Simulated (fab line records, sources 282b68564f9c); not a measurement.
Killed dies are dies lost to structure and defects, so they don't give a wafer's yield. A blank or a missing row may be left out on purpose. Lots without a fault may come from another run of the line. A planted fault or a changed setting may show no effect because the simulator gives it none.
fab line records | flow rit_cmos
record lots=14 wafers=42 last_day=7
route steps=202 shown NWELL@38 PWELL@45 GATE@81 M1@202
lots that met no fault: from a run of the same line without faults
start_h: hours from the record's first day to the start of the lot's first wafer shown | wait_h: hours since the lot's step before | " the same as in the row above | L1.1+2: a row that stands for several wafers | - no value, or no start given | * or withheld: withheld | < > ~ a bound
route shown NAME@n: a module of which the file shows steps, and the number in the route of the first | usual: mean/standard deviation of fault-free wafers | same: alike in all rows | chamber/n: place in a boat | sites: the reading at each site | _std_site: their standard deviation | _edge_site: outer sites' mean less inner sites' | radius_mm: how far each site lies from the wafer's centre | mask NAME#n: copy n | behind: the tool/chamber that last shaped the wafer | hold: why the lot was held/for how many hours/how that ended | device: the transistor (n, p or np) that didn't switch | end of line: the same wafers' tests at the end of the route | a step without rows: its recipe alone | killed: dies lost to structure and defects at the first sort, not the wafer's yield | map: a wafer's dies, x killed, . not, _ none there
set.NAME: the setting as run; set.NAME@STEP: as run at that earlier step | model.NAME: the simulator's own value behind a step, which no gauge read
steps of the route over a sample of lots; a table a step, a row a wafer
services: from which hour (start_h, from the record's first day; less than 0 if before it) a tool's chamber was out of use, for how many hours, and why
## steps
# step RIT_NWELL_TW_MEAS_10
# usual NWELL_TW=2140/26
# columns lot.wafer tool chamber start_h wait_h NWELL_TW
L107.2 film_metro-03 - 21.16 0.1 2141
L107.4 " - " " 2152
L107.5 " - " " 2140
L109.1 film_metro-02 - 30.76 0.1 2171
L109.2 " - " " 2184
L109.4 " - " " 2187
L110.1 film_metro-02 - 36.94 0.1 2180
L110.3 " - " " 2186
L110.5 " - " " 2182
L113.1 film_metro-04 - 51.07 0.1 2115
L113.2 " - " " 2104
L113.4 " - " " 2109
L114.2 film_metro-03 - 57.29 0.1 2144
L114.3 " - " " 2148
L114.6 " - " " 2139
L115.1 film_metro-04 - 62.27 0.1 2112
L115.2 " - " " 2109
L115.4 " - " " 2123
L117.1 film_metro-04 - 72.54 0.1 2119
L117.3 " - " " 2120
L117.4 " - " " 2111
L119.1 film_metro-04 - 81.45 0.1 2128
L119.5 " - " " 2115
L119.6 " - " " 2115
L120.3 film_metro-04 - 85.86 0.1 2123
L120.4 " - " " 2124
L120.5 " - " " 2115
L125.2 film_metro-02 - 111.52 0.1 2164
L125.4 " - " " 2166
L125.6 " - " " 2164
L127.1 film_metro-04 - 126.19 0.1 2125
L127.3 " - " " 2117
L127.6 " - " " 2121
L128.1 film_metro-04 - 127.73 0.1 2119
L128.4 " - " " 2108
L128.6 " - " " 2117
L129.2 film_metro-04 - 132.50 0.1 2119
L129.3 " - " " 2116
L129.5 " - " " 2114
L130.2 film_metro-03 - 140.88 0.1 2172
L130.5 " - " " 2152
L130.6 " - " " 2153
# step RIT_PWELL_OVL_MEAS_06
# usual PWELL_OVL=-0.6/1.2
# columns lot.wafer tool chamber start_h wait_h PWELL_OVL[nm]
L107.2 overlay-01 - 22.09 - -3.2
L107.4 " - " " -1.8
L107.5 " - " " -1.4
L109.1 overlay-02 - 31.75 - -2.4
L109.2 " - " " -1.4
L109.4 " - " " -1.8
L110.1 overlay-02 - 38.00 - -1.8
L110.3 " - " " -2.9
L110.5 " - " " -1.2
L113.1 overlay-02 - 52.22 - -1.2
L113.2 " - " " -0.6
L113.4 " - " " -3.3
L114.2 overlay-01 - 58.22 - -0.8
L114.3 " - " " -0.5
L114.6 " - " " -0.7
L115.1 overlay-01 - 63.21 - -0.6
L115.2 " - " " -0.3
L115.4 " - " " -2.8
L117.1 overlay-01 - 73.61 - 0.1
L117.3 " - " " 0.9
L117.4 " - " " 1.2
L119.1 overlay-01 - 82.52 - -0.5
L119.5 " - " " -0.2
L119.6 " - " " 2.5
L120.3 overlay-02 - 87.02 - -2.1
L120.4 " - " " -2.9
L120.5 " - " " -1.2
L125.2 overlay-01 - 112.52 - 0.2
L125.4 " - " " -1.0
L125.6 " - " " 1.0
L127.1 overlay-02 - 127.13 - -1.1
L127.3 " - " " -0.8
L127.6 " - " " 0.4
L128.1 overlay-02 - 128.67 - -0.4
L128.4 " - " " -0.9
L128.6 " - " " -0.5
L129.2 overlay-01 - 133.56 - 0.2
L129.3 " - " " -0.7
L129.5 " - " " -1.3
L130.2 overlay-02 - 141.96 - -1.0
L130.5 " - " " -0.5
L130.6 " - " " -1.1
# step RIT_GATE_OXIDATION_05
# recipe temp_c=900 ambient=O2 target_thk_a=30 ox_time_s=270
# usual ox_temp_c_max=903.0/1.3 spike_tc_load_C=926.2/2.1 zone_power_source_pct=25.8/0.64
# columns lot.wafer tool chamber start_h wait_h ox_temp_c_max spike_tc_load_C zone_power_source_pct
L107.2 furnace-04 0 32.11 0.0 902.4 924.7 26.8
L107.4 " 0 " " 902.3 924.6 26.4
L107.5 " 0 " " 903.1 924.7 26.5
L109.1 furnace-03 0 41.59 0.1 903.7 926.3 24.6
L109.2 " 0 " " 904.4 925.8 24.9
L109.4 " 0 " " 904.5 923.9 25.2
L110.1 furnace-04 0 48.32 0.5 903.0 925.9 26.8
L110.3 " 0 " " 902.7 924.2 26.0
L110.5 " 0 " " 903.9 923.7 26.0
L113.1 furnace-04 0 62.24 0.1 902.0 925.4 25.7
L113.2 " 0 " " 902.6 925.0 26.4
L113.4 " 0 " " 902.1 924.8 26.7
L114.2 furnace-04 0 69.78 1.7 903.2 925.2 26.2
L114.3 " 0 " " 902.0 926.4 26.4
L114.6 " 0 " " 901.3 926.8 26.4
L115.1 furnace-01 0 73.32 0.1 901.8 928.4 25.5
L115.2 " 0 " " 903.0 930.9 25.6
L115.4 " 0 " " 902.8 929.0 25.1
L117.1 furnace-04 0 83.32 0.2 902.3 924.7 26.5
L117.3 " 0 " " 902.3 924.5 26.3
L117.4 " 0 " " 903.0 926.4 26.7
L119.1 furnace-01 0 92.63 0.1 902.7 927.5 25.0
L119.5 " 0 " " 901.0 928.9 25.8
L119.6 " 0 " " 902.6 928.8 25.4
L120.3 furnace-01 0 96.88 0.0 902.0 928.7 25.3
L120.4 " 0 " " 901.8 929.1 25.8
L120.5 " 0 " " 902.0 928.9 25.5
L125.2 furnace-03 0 124.87 2.2 906.0 925.4 25.1
L125.4 " 0 " " 904.6 924.6 25.3
L125.6 " 0 " " 905.8 924.0 24.6
L125.2 furnace-03 0 126.12 0.2 904.8 923.1 24.9
L125.4 " 0 " " 906.3 925.5 24.7
L125.6 " 0 " " 905.7 924.6 25.0
L127.1 furnace-04 0 139.16 2.2 901.7 926.1 27.1
L127.3 " 0 " " 901.7 927.4 26.8
L127.6 " 0 " " 902.2 924.8 26.8
L127.1 furnace-04 0 140.49 0.2 901.4 924.8 26.4
L127.3 " 0 " " 901.9 925.9 26.5
L127.6 " 0 " " 902.3 924.1 26.5
L128.1 furnace-04 0 139.16 0.2 901.8 926.0 26.7
L128.4 " 0 " " 902.4 924.6 26.4
L128.6 " 0 " " 902.0 926.1 26.3
L129.2 furnace-04 0 145.55 1.3 902.0 924.5 26.3
L129.3 " 0 " " 902.3 926.2 26.6
L129.5 " 0 " " 903.2 924.0 26.6
L130.2 furnace-04 0 153.04 1.4 901.4 924.9 26.6
L130.5 " 0 " " 901.6 926.1 26.8
L130.6 " 0 " " 902.4 924.5 26.1
# step RIT_GATE_THK_MEAS_07
# recipe reads=SiO2_of_GATE_OXIDATION_05
# usual GATE_OXIDE_THK=3.03/0.055
# columns lot.wafer tool chamber start_h wait_h GATE_OXIDE_THK[nm]
L107.2 film_metro-03 - 33.45 0.0 3.01
L107.4 " - " " 2.98
L107.5 " - " " 3.03
L109.1 film_metro-01 - 44.00 0.0 2.99
L109.2 " - " " 2.97
L109.4 " - " " 2.91
L110.1 film_metro-03 - 49.64 0.0 3.01
L110.3 " - " " 3.07
L110.5 " - " " 3.00
L113.1 film_metro-04 - 63.73 0.0 2.97
L113.2 " - " " 2.98
L113.4 " - " " 2.93
L114.2 film_metro-01 - 71.11 0.0 2.98
L114.3 " - " " 2.96
L114.6 " - " " 2.98
L115.1 film_metro-04 - 74.65 0.0 3.02
L115.2 " - " " 3.11
L115.4 " - " " 3.00
L117.1 film_metro-01 - 84.65 0.0 3.14
L117.3 " - " " 3.05
L117.4 " - " " 3.07
L119.1 film_metro-04 - 93.96 0.0 3.09
L119.5 " - " " 3.07
L119.6 " - " " 3.04
L120.3 film_metro-01 - 98.82 0.0 3.11
L120.4 " - " " 3.10
L120.5 " - " " 2.99
L125.2 film_metro-03 - 128.71 0.0 5.07
L125.4 " - " " 5.03
L125.6 " - " " 4.98
L128.1 film_metro-03 - 140.49 0.0 3.12
L128.4 " - " " 3.08
L128.6 " - " " 3.09
L127.1 film_metro-01 - 141.81 0.0 4.91
L127.3 " - " " 4.92
L127.6 " - " " 4.92
L129.2 film_metro-03 - 149.82 0.0 3.05
L129.3 " - " " 3.11
L129.5 " - " " 3.05
L130.2 film_metro-04 - 155.16 0.0 3.02
L130.5 " - " " 3.03
L130.6 " - " " 2.95
# step RIT_GATE_OVL_MEAS_17
# usual GATE_OVL=1.1/1.9
# columns lot.wafer tool chamber start_h wait_h GATE_OVL[nm]
L107.2 overlay-01 - 36.15 0.1 1.2
L107.4 " - " " 2.8
L107.5 " - " " 2.1
L109.1 overlay-02 - 47.55 0.1 3.4
L109.2 " - " " 2.3
L109.4 " - " " 4.3
L110.1 overlay-01 - 52.73 0.1 -0.5
L110.3 " - " " -1.5
L110.5 " - " " 2.5
L113.1 overlay-01 - 66.56 0.1 -2.0
L113.2 " - " " 0.8
L113.4 " - " " -0.1
L114.2 overlay-02 - 74.62 0.1 -0.6
L114.3 " - " " 0.3
L114.6 " - " " 1.2
L115.1 overlay-02 - 77.35 0.1 0.5
L115.2 " - " " -1.3
L115.4 " - " " -2.0
L117.1 overlay-01 - 87.48 0.1 -0.3
L117.3 " - " " -0.9
L117.4 " - " " 0.3
L119.1 overlay-01 - 96.79 0.1 -0.9
L119.5 " - " " -3.0
L119.6 " - " " -1.5
L120.3 overlay-02 - 101.65 0.1 2.3
L120.4 " - " " 1.9
L120.5 " - " " 1.8
L125.2 overlay-02 - 132.88 0.1 0.3
L125.4 " - " " 0.4
L125.6 " - " " 2.8
L128.1 overlay-02 - 143.69 0.1 -0.5
L128.4 " - " " -0.3
L128.6 " - " " 0.3
L127.1 overlay-02 - 145.14 0.1 2.9
L127.3 " - " " 2.9
L127.6 " - " " 2.1
L129.2 overlay-02 - 152.53 0.1 -2.3
L129.3 " - " " -2.6
L129.5 " - " " -2.5
L130.2 overlay-02 - 158.09 0.1 1.5
L130.5 " - " " 3.4
L130.6 " - " " 1.1
# step RIT_M1_PROBE_99
# usual killed_at_M0_to_M3=0.0/0.19 killed_at_contacts=0.1/0.27 killed_at_front_end=6.4/2.9 killed_dies=6.5/3 killed_open=3.3/1.9 killed_short=3.2/1.7
# same gross_dies=264 killed_at_M4_up=0 killed_at_back_side=0 killed_at_other=0
# columns lot.wafer tool chamber start_h wait_h killed_at_M0_to_M3 killed_at_contacts killed_at_front_end killed_dies killed_open killed_short
L107.2 prober-02 - 57.08 0.1 0 0 2 2 0 2
L107.4 prober-02 - 57.18 0.2 0 0 3 3 1 2
L107.5 prober-02 - 57.23 0.2 0 0 8 8 4 4
L113.1 prober-02 - 87.26 0.1 0 0 9 9 3 6
L113.2 prober-02 - 87.31 0.1 0 0 10 10 5 5
L113.4 prober-02 - 87.41 0.2 0 0 8 8 2 6
L115.1 prober-02 - 98.67 0.1 0 0 5 5 3 2
L115.2 prober-02 - 98.72 0.1 0 0 4 4 1 3
L115.4 prober-02 - 98.82 0.2 0 0 8 8 3 5
L125.2 prober-02 - 156.67 0.1 0 0 15 15 8 7
L125.4 prober-02 - 156.77 0.2 0 0 7 7 5 2
L125.6 prober-02 - 156.87 0.2 0 0 8 8 3 5
L129.2 prober-02 - 174.86 0.1 0 0 8 8 6 2
L129.3 prober-02 - 174.91 0.2 0 0 11 11 5 6
L129.5 prober-02 - 175.01 0.2 0 0 7 7 4 3
L130.2 prober-01 - 178.68 0.1 0 0 12 12 7 5
L130.5 prober-01 - 178.83 0.2 0 0 4 4 1 3
L130.6 prober-01 - 178.88 0.2 0 0 6 6 3 3
# killed by level:class
L107.2 SPACER:geometric_particle:short=1 SILICIDE:geometric_particle:short=1
L107.4 GATE:geometric_particle:short=1 REOX:geometric_particle:short=1 SPACER:geometric_particle:open=1
L107.5 REOX:geometric_particle:open=2 REOX:geometric_particle:short=2 FOX1:geometric_particle:open=1 FOX2:geometric_particle:short=1 GATE:geometric_particle:short=1 SILICIDE:geometric_particle:open=1
L113.1 SILICIDE:geometric_particle:short=3 GATE:geometric_particle:open=2 GATE:geometric_particle:short=2 FOX2:geometric_particle:short=1 SILICIDE:geometric_particle:open=1
L113.2 FOX1:geometric_particle:open=2 GATE:geometric_particle:open=2 GATE:geometric_particle:short=2 FOX1:geometric_particle:short=1 FOX2:geometric_particle:short=1 REOX:geometric_particle:open=1 REOX:geometric_particle:short=1
L113.4 GATE:geometric_particle:short=4 GATE:geometric_particle:open=2 SPACER:geometric_particle:short=1 SILICIDE:geometric_particle:short=1
L115.1 GATE:geometric_particle:open=1 REOX:geometric_particle:short=1 REOX:geometric_particle:open=1 SILICIDE:geometric_particle:short=1 SILICIDE:geometric_particle:open=1
L115.2 SILICIDE:geometric_particle:short=2 REOX:geometric_particle:short=1 SPACER:geometric_particle:open=1
L115.4 GATE:geometric_particle:short=3 REOX:geometric_particle:open=2 REOX:geometric_particle:short=2 GATE:geometric_particle:open=1
L125.2 GATE:geometric_particle:open=4 GATE:geometric_particle:short=3 REOX:geometric_particle:open=3 REOX:geometric_particle:short=2 FOX1:geometric_particle:short=1 FOX2:geometric_particle:open=1 SPACER:geometric_particle:short=1
L125.4 FOX1:geometric_particle:open=2 GATE:geometric_particle:open=2 FOX2:geometric_particle:open=1 FOX2:geometric_particle:short=1 GATE:geometric_particle:short=1
L125.6 GATE:geometric_particle:open=2 REOX:geometric_particle:short=2 GATE:geometric_particle:short=1 SPACER:geometric_particle:short=1 SILICIDE:geometric_particle:short=1 SILICIDE:geometric_particle:open=1
L129.2 GATE:geometric_particle:open=2 SILICIDE:geometric_particle:open=2 FOX1:geometric_particle:open=1 FOX2:geometric_particle:short=1 GATE:geometric_particle:short=1 SPACER:geometric_particle:open=1
L129.3 GATE:geometric_particle:open=3 SILICIDE:geometric_particle:short=3 GATE:geometric_particle:short=2 FOX1:geometric_particle:open=1 FOX2:geometric_particle:open=1 FOX2:geometric_particle:short=1
L129.5 FOX1:geometric_particle:open=1 FOX2:geometric_particle:short=1 GATE:geometric_particle:open=1 REOX:geometric_particle:short=1 SPACER:geometric_particle:open=1 SILICIDE:geometric_particle:open=1 SILICIDE:geometric_particle:short=1
L130.2 FOX1:geometric_particle:open=2 GATE:geometric_particle:short=2 SILICIDE:geometric_particle:short=2 FOX2:geometric_particle:open=1 FOX2:geometric_particle:short=1 GATE:geometric_particle:open=1 REOX:geometric_particle:open=1 SPACER:geometric_particle:open=1
L130.5 FOX1:geometric_particle:short=1 FOX1:geometric_particle:open=1 GATE:geometric_particle:short=1 SILICIDE:geometric_particle:short=1
L130.6 GATE:geometric_particle:open=3 GATE:geometric_particle:short=1 REOX:geometric_particle:short=1 SPACER:geometric_particle:short=1
## services
# columns tool chamber start_h hours kind
furnace-03 - 37.50 3.6 pm
furnace-03 - 97.91 2.1 pm
furnace-01 - 102.39 67.7 pm
furnace-04 - 117.39 2.8 pm
## key
first_sign step=RIT_GATE_OXIDATION_05 reading=visit direction=added
effect step=RIT_GATE_THK_MEAS_07 reading=GATE_OXIDE_THK direction=up sigmas=36 usual=3.03 struck=4.97
met_at RIT_GATE_OXIDATION_05
struck_lots L125,L127
rows_end L127.1,L127.3,L127.6
tester_left_out L125
not_acting_at RIT_NWELL_TW_MEAS_10,RIT_PWELL_OVL_MEAS_06,RIT_GATE_OVL_MEAS_17
fault kind=repeated_step_whole tool=furnace-01,furnace-03,furnace-04 chamber=- onset_h=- steps=RIT_GATE_OXIDATION_05 times=1 scope=struck_lots_only
# tester_left_out: of these lots the tester's yield and bins aren't shown, on N5 and GAA mostly nor the transistor test; their killed dies are dies lost to structure and defects alone, not to doping, threshold or leakage, so they don't give the yield
# rows_end: these wafers met a further fault down the route, and their rows from its step on are left out
